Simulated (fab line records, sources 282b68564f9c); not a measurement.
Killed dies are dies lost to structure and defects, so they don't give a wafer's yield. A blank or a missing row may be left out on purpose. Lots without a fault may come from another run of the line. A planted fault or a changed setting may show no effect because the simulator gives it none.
fab line records | flow rit_cmos
record lots=13 wafers=39 last_day=7
route steps=202 shown GATE@96 PLDD@124 M1@192
lots that met no fault: from a run of the same line without faults
start_h: hours from the record's first day to the start of the lot's first wafer shown | wait_h: hours since the lot's step before | " the same as in the row above | L1.1+2: a row that stands for several wafers | - no value, or no start given | * or withheld: withheld | < > ~ a bound
route shown NAME@n: a module of which the file shows steps, and the number in the route of the first | usual: mean/standard deviation of fault-free wafers | same: alike in all rows | chamber/n: place in a boat | sites: the reading at each site | _std_site: their standard deviation | _edge_site: outer sites' mean less inner sites' | radius_mm: how far each site lies from the wafer's centre | mask NAME#n: copy n | behind: the tool/chamber that last shaped the wafer | hold: why the lot was held/for how many hours/how that ended | device: the transistor (n, p or np) that didn't switch | end of line: the same wafers' tests at the end of the route | a step without rows: its recipe alone | killed: dies lost to structure and defects at the first sort, not the wafer's yield | map: a wafer's dies, x killed, . not, _ none there
set.NAME: the setting as run; set.NAME@STEP: as run at that earlier step | model.NAME: the simulator's own value behind a step, which no gauge read
steps of the route over a sample of lots; a table a step, a row a wafer
services: from which hour (start_h, from the record's first day; less than 0 if before it) a tool's chamber was out of use, for how many hours, and why
## steps
# step RIT_GATE_STRIP_20
# recipe chemistry=O2 time_s=180 resist=NOVOLAK platen_temp_c=withheld power_w=500 pressure_mtorr=4000 o2_flow_sccm=4000
# usual chamber_pressure_mTorr=4000/3.9 drypump_motor_current_A=5.4/0.46
# columns lot.wafer tool chamber start_h wait_h chamber_pressure_mTorr drypump_motor_current_A rf_hours_counter_h
L434.4 plasma_asher-01 0 38.89 0.1 4000 5.2 -
L434.5 " 1 " " 4010 5.8 -
L434.6 " 0 " " 4001 5.2 -
L435.1 plasma_asher-04 0 43.83 0.1 4003 5.4 40
L435.2 " 1 " " 3991 4.9 40
L435.5 " 1 " " 3999 4.9 -
L436.4 plasma_asher-01 1 49.79 0.1 4003 5.8 -
L436.5 " 1 " " 3997 5.8 -
L436.6 " 0 " " 4002 5.2 -
L437.1 plasma_asher-03 0 54.77 0.1 4003 6.4 41
L437.4 " 0 " " 3998 6.4 -
L437.5 " 1 " " 4003 6.7 -
L438.2 plasma_asher-01 0 57.82 0.1 3996 5.2 26
L438.3 " 1 " " 4003 5.7 -
L438.6 " 1 " " 3999 5.7 -
L439.2 plasma_asher-04 0 62.80 0.1 4000 5.4 42
L439.4 " 1 " " 3997 4.9 -
L439.6 " 0 " " 3999 5.4 -
L444.2 plasma_asher-04 0 88.52 0.1 4004 5.4 45
L444.5 " 1 " " 3997 4.9 -
L444.6 " 0 " " 4005 5.4 -
L445.1 plasma_asher-04 0 93.59 0.1 3995 5.4 45
L445.4 " 0 " " 4000 5.4 -
L445.5 " 0 " " 4001 5.4 -
L446.2 plasma_asher-04 0 97.45 0.1 4002 5.4 46
L446.3 " 0 " " 4001 5.4 -
L446.6 " 1 " " 3996 4.9 -
L447.2 plasma_asher-01 0 105.13 0.1 4005 5.2 32
L447.3 " 1 " " 4008 5.7 -
L447.4 " 0 " " 3994 5.2 -
L448.1 plasma_asher-01 1 107.69 0.1 3998 5.7 32
L448.5 " 0 " " 4000 5.2 -
L448.6 " 1 " " 4001 5.7 -
L450.2 plasma_asher-01 0 118.63 0.1 3997 5.2 34
L450.3 " 0 " " 4008 5.2 -
L450.4 " 1 " " 4002 5.7 -
L457.3 plasma_asher-04 0 152.38 0.1 4001 5.4 -
L457.4 " 1 " " 3991 4.9 -
L457.6 " 1 " " 4003 4.9 -
# step RIT_PLDD_TW_MEAS_10
# usual PLDD_TW=2312/14
# columns lot.wafer tool chamber start_h wait_h PLDD_TW
L434.4 film_metro-04 - 45.08 0.1 2301
L434.5 " - " " 2296
L434.6 " - " " 2295
L435.1 film_metro-04 - 50.13 0.1 2302
L435.2 " - " " 2312
L435.5 " - " " 2316
L436.4 film_metro-03 - 56.10 0.1 2302
L436.5 " - " " 2296
L436.6 " - " " 2302
L437.1 film_metro-04 - 60.83 0.1 2309
L437.4 " - " " 2299
L437.5 " - " " 2309
L438.2 film_metro-03 - 63.94 0.1 2304
L438.3 " - " " 2302
L438.6 " - " " 2305
L439.2 film_metro-02 - 69.27 0.1 2341
L439.4 " - " " 2326
L439.6 " - " " 2342
L444.2 film_metro-03 - 94.61 0.1 2305
L444.5 " - " " 2326
L444.6 " - " " 2298
L445.1 film_metro-04 - 100.21 0.1 2317
L445.4 " - " " 2307
L445.5 " - " " 2322
L446.2 film_metro-02 - 103.82 0.1 2317
L446.3 " - " " 2311
L446.6 " - " " 2318
L447.2 film_metro-02 - 111.22 0.1 2330
L447.3 " - " " 2335
L447.4 " - " " 2332
L448.1 film_metro-02 - 114.01 0.1 2329
L448.5 " - " " 2316
L448.6 " - " " 2315
L450.2 film_metro-04 - 124.79 0.1 2315
L450.3 " - " " 2319
L450.4 " - " " 2320
L457.3 film_metro-03 - 158.81 0.1 2309
L457.4 " - " " 2300
L457.6 " - " " 2302
# step RIT_SDANNEAL_RS_MEAS_06
# recipe thk_meas_gauge=four-point-probe
# usual PLDD_RS=178.5/0.6
# columns lot.wafer tool chamber start_h wait_h PLDD_RS[ohm/sq]
L434.4 film_metro-03 - 51.47 0.1 178.0
L434.5 " - " " 178.4
L434.6 " - " " 178.4
L435.1 film_metro-03 - 57.27 0.1 178.4
L435.2 " - " " 178.2
L435.5 " - " " 177.9
L436.4 film_metro-02 - 63.57 0.1 177.5
L436.5 " - " " 178.0
L436.6 " - " " 177.3
L437.1 film_metro-04 - 68.28 0.1 179.8
L437.4 " - " " 179.7
L437.5 " - " " 179.1
L438.2 film_metro-02 - 70.19 0.1 177.8
L438.3 " - " " 178.4
L438.6 " - " " 178.3
L439.2 film_metro-03 - 76.65 0.1 178.3
L439.4 " - " " 178.6
L439.6 " - " " 178.6
L445.1 film_metro-03 - 106.27 0.1 178.3
L445.4 " - " " 177.5
L445.5 " - " " 177.6
L444.2 film_metro-02 - 106.47 0.1 178.0
L444.5 " - " " 177.7
L444.6 " - " " 178.4
L446.2 film_metro-03 - 111.10 0.1 179.1
L446.3 " - " " 178.6
L446.6 " - " " 178.4
L447.2 film_metro-02 - 117.67 0.1 177.6
L447.3 " - " " 177.8
L447.4 " - " " 178.1
L448.1 film_metro-03 - 122.79 0.1 179.4
L448.5 " - " " 179.0
L448.6 " - " " 179.3
L450.2 film_metro-04 - 132.07 0.1 178.6
L450.3 " - " " 178.4
L450.4 " - " " 178.5
L457.3 film_metro-04 - 167.84 0.1 179.1
L457.4 " - " " 178.6
L457.6 " - " " 178.6
# step RIT_M1_DEVELOP_08
# recipe resist=NOVOLAK develop_time_s=68 dev_temp_c=22.44
# columns lot.wafer tool chamber start_h wait_h
L434.4+5+6 litho_track-03 0 55 -
L435.1+2+5 litho_track-01 0 61 -
L436.4+5+6 litho_track-02 0 67 -
L437.1+4+5 litho_track-02 0 72 -
L438.2+3+6 litho_track-03 0 74 -
L439.2+4+6 litho_track-03 0 81 -
L445.1+4+5 litho_track-01 0 110 -
L444.2+5+6 litho_track-03 0 111 -
L446.2+3+6 litho_track-01 0 115 -
L447.2+3+4 litho_track-02 0 121 -
L448.1+5+6 litho_track-01 0 126 -
L450.2+3+4 litho_track-02 0 136 -
L457.3+4+6 litho_track-02 0 172 -
# step RIT_M1_CD_MEAS_09
# recipe target_cd_nm=2600
# usual cd_nm=2600.4/2.1
# columns lot.wafer tool chamber start_h wait_h hold cd_nm
L434.4 cd_sem-02 - 55.82 - - 2603.7
L434.5 " - " " - 2601.3
L434.6 " - " " - 2601.8
L435.1 cd_sem-02 - 61.63 - - 2600.6
L435.2 " - " " - 2597.6
L435.5 " - " " - 2598.4
L436.4 cd_sem-01 - 68.04 - - 2598.8
L436.5 " - " " - 2597.8
L436.6 " - " " - 2599.8
L437.1 cd_sem-02 - 72.64 - - 2598.6
L437.4 " - " " - 2596.3
L437.5 " - " " - 2597.9
L438.2 cd_sem-02 - 74.83 - - 2599.7
L438.3 " - " " - 2603.4
L438.6 " - " " - 2601.4
L439.2 cd_sem-02 - 81.40 - - 2604.5
L439.4 " - " " - 2602.3
L439.6 " - " " - 2603.9
L445.1 cd_sem-02 - 110.84 - - 2601.9
L445.4 " - " " - 2601.2
L445.5 " - " " - 2600.8
L444.2 cd_sem-01 - 111.20 - await_dispo/0.2h/release 2593.4
L444.5 " - " " await_dispo/0.2h/release 2594.0
L444.6 " - " " await_dispo/0.2h/release 2593.7
L444.2 cd_sem-01 - 111.49 0.3 - 2593.7
L444.5 " - " " - 2594.1
L444.6 " - " " - 2593.4
L446.2 cd_sem-01 - 115.46 - - 2601.2
L446.3 " - " " - 2599.5
L446.6 " - " " - 2600.7
L447.2 cd_sem-01 - 122.13 - - 2601.4
L447.3 " - " " - 2599.8
L447.4 " - " " - 2599.3
L448.1 cd_sem-02 - 127.14 - - 2600.0
L448.5 " - " " - 2602.3
L448.6 " - " " - 2601.6
L450.2 cd_sem-02 - 136.67 - - 2599.3
L450.3 " - " " - 2600.7
L450.4 " - " " - 2601.1
L457.3 cd_sem-02 - 172.45 - - 2599.6
L457.4 " - " " - 2601.7
L457.6 " - " " - 2601.4
# step RIT_M1_PROBE_99
# usual killed_at_contacts=0.0/0.18 killed_at_front_end=7/3.1 killed_dies=7/3.1 killed_open=3.5/2.1 killed_short=3.5/2
# same gross_dies=264 killed_at_M0_to_M3=0 killed_at_M4_up=0 killed_at_back_side=0 killed_at_other=0
# columns lot.wafer tool chamber start_h wait_h killed_at_contacts killed_at_front_end killed_dies killed_open killed_short
L434.4 prober-01 - 58.57 0.2 0 5 5 1 3
L434.5 prober-01 - 58.62 0.2 0 11 11 5 5
L434.6 prober-01 - 58.67 0.2 0 6 6 3 2
L436.4 prober-01 - 70.79 0.2 0 6 6 3 3
L436.5 prober-01 - 70.84 0.2 0 10 10 6 4
L436.6 prober-01 - 70.89 0.2 1 7 8 3 5
L438.2 prober-01 - 78.62 0.1 0 9 9 6 3
L438.3 prober-01 - 78.67 0.2 0 6 6 2 4
L438.6 prober-01 - 78.82 0.2 0 6 6 2 4
L444.2 prober-01 - 115.94 0.1 0 7 7 3 4
L444.5 prober-01 - 116.09 0.2 0 4 4 1 3
L444.6 prober-01 - 116.14 0.2 0 7 7 3 4
L446.2 prober-01 - 118.15 0.1 0 2 2 2 0
L446.3 prober-01 - 118.20 0.2 0 8 8 6 2
L446.6 prober-01 - 118.35 0.2 0 7 7 2 5
L448.1 prober-01 - 129.84 0.1 0 4 4 2 2
L448.5 prober-01 - 130.04 0.2 0 8 8 3 5
L448.6 prober-01 - 130.09 0.2 0 7 7 3 4
# killed by level:class
L434.4 SPACER:geometric_particle:short=2 GATE:geometric_particle:open=1 GATE:geometric_particle:short=1 PRETRO:coat_microbubble_printed=1
L434.5 FOX1:geometric_particle:open=2 GATE:geometric_particle:open=2 FOX1:geometric_particle:short=1 FOX2:geometric_particle:short=1 FOX2:geometric_particle:open=1 GATE:geometric_particle:short=1 SPACER:geometric_particle:short=1 SILICIDE:geometric_particle:short=1
L434.6 REOX:geometric_particle:short=2 FOX2:geometric_particle:open=1 GATE:geometric_particle:open=1 REOX:geometric_particle:open=1 PRETRO:coat_microbubble_printed=1
L436.4 REOX:geometric_particle:short=2 FOX1:geometric_particle:short=1 FOX1:geometric_particle:open=1 FOX2:geometric_particle:open=1 SPACER:geometric_particle:open=1
L436.5 GATE:geometric_particle:short=3 GATE:geometric_particle:open=3 FOX1:geometric_particle:open=2 FOX1:geometric_particle:short=1 REOX:geometric_particle:open=1
L436.6 REOX:geometric_particle:short=2 FOX1:geometric_particle:short=1 GATE:geometric_particle:open=1 REOX:geometric_particle:open=1 SILICIDE:geometric_particle:short=1 SILICIDE:geometric_particle:open=1 CONTACT:geometric_particle:short=1
L438.2 REOX:geometric_particle:open=2 FOX1:geometric_particle:short=1 FOX1:geometric_particle:open=1 FOX2:geometric_particle:open=1 GATE:geometric_particle:short=1 GATE:geometric_particle:open=1 REOX:geometric_particle:short=1 SILICIDE:geometric_particle:open=1
L438.3 FOX2:geometric_particle:short=3 GATE:geometric_particle:open=2 SPACER:geometric_particle:short=1
L438.6 GATE:geometric_particle:open=2 GATE:geometric_particle:short=2 REOX:geometric_particle:short=2
L444.2 FOX1:geometric_particle:short=3 FOX1:geometric_particle:open=1 GATE:geometric_particle:short=1 GATE:geometric_particle:open=1 SILICIDE:geometric_particle:open=1
L444.5 FOX1:geometric_particle:short=1 GATE:geometric_particle:short=1 REOX:geometric_particle:short=1 SILICIDE:geometric_particle:open=1
L444.6 GATE:geometric_particle:open=2 GATE:geometric_particle:short=2 SILICIDE:geometric_particle:short=2 REOX:geometric_particle:open=1
L446.2 REOX:geometric_particle:open=1 SILICIDE:geometric_particle:open=1
L446.3 REOX:geometric_particle:open=3 SILICIDE:geometric_particle:open=3 REOX:geometric_particle:short=1 SILICIDE:geometric_particle:short=1
L446.6 SPACER:geometric_particle:short=2 SILICIDE:geometric_particle:short=2 REOX:geometric_particle:open=1 REOX:geometric_particle:short=1 SILICIDE:geometric_particle:open=1
L448.1 GATE:geometric_particle:short=2 FOX1:geometric_particle:open=1 GATE:geometric_particle:open=1
L448.5 FOX1:geometric_particle:short=2 GATE:geometric_particle:short=2 FOX1:geometric_particle:open=1 FOX2:geometric_particle:open=1 GATE:geometric_particle:open=1 SILICIDE:geometric_particle:short=1
L448.6 GATE:geometric_particle:open=2 FOX1:geometric_particle:short=1 FOX2:geometric_particle:short=1 GATE:geometric_particle:short=1 REOX:geometric_particle:open=1 SILICIDE:geometric_particle:short=1
## services
# columns tool chamber start_h hours kind
plasma_asher-04 - 31.89 3.0 repair
plasma_asher-04 - 68.29 2.8 pm
plasma_asher-03 - 93.48 28.1 pm
plasma_asher-03 - 144.28 5.9 repair
plasma_asher-03 - 170.82 1.9 repair
## key
first_sign step=RIT_M1_CD_MEAS_09 reading=visit direction=added through=control_loop
effect step=RIT_M1_CD_MEAS_09 reading=cd_nm direction=down sigmas=3.3 usual=2600.4 struck=2593.7 through=control_loop
met_at RIT_M1_DEVELOP_08
struck_lots L444
tester_left_out L444
loop_trim step=RIT_M1_EXPOSE_06 setting=dose lots=L444
not_acting_at RIT_GATE_STRIP_20,RIT_PLDD_TW_MEAS_10,RIT_SDANNEAL_RS_MEAS_06
onset_between 81 111
earlier_fault kind=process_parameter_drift tool=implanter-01 chamber=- onset_h=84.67 steps=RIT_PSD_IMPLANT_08 channel=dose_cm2 offset=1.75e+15 shape=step end_h=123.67 acts_in=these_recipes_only stated=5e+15
fault kind=process_parameter_drift tool=litho_track-03 chamber=- onset_h=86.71 steps=RIT_M1_DEVELOP_08 channel=develop_time_s offset=* shape=step acts_in=* stated=*
# tester_left_out: of these lots the tester's yield and bins aren't shown, on N5 and GAA mostly nor the transistor test; their killed dies are dies lost to structure and defects alone, not to doping, threshold or leakage, so they don't give the yield
# loop_trim: a control loop set the setting to another value than it would have without faults
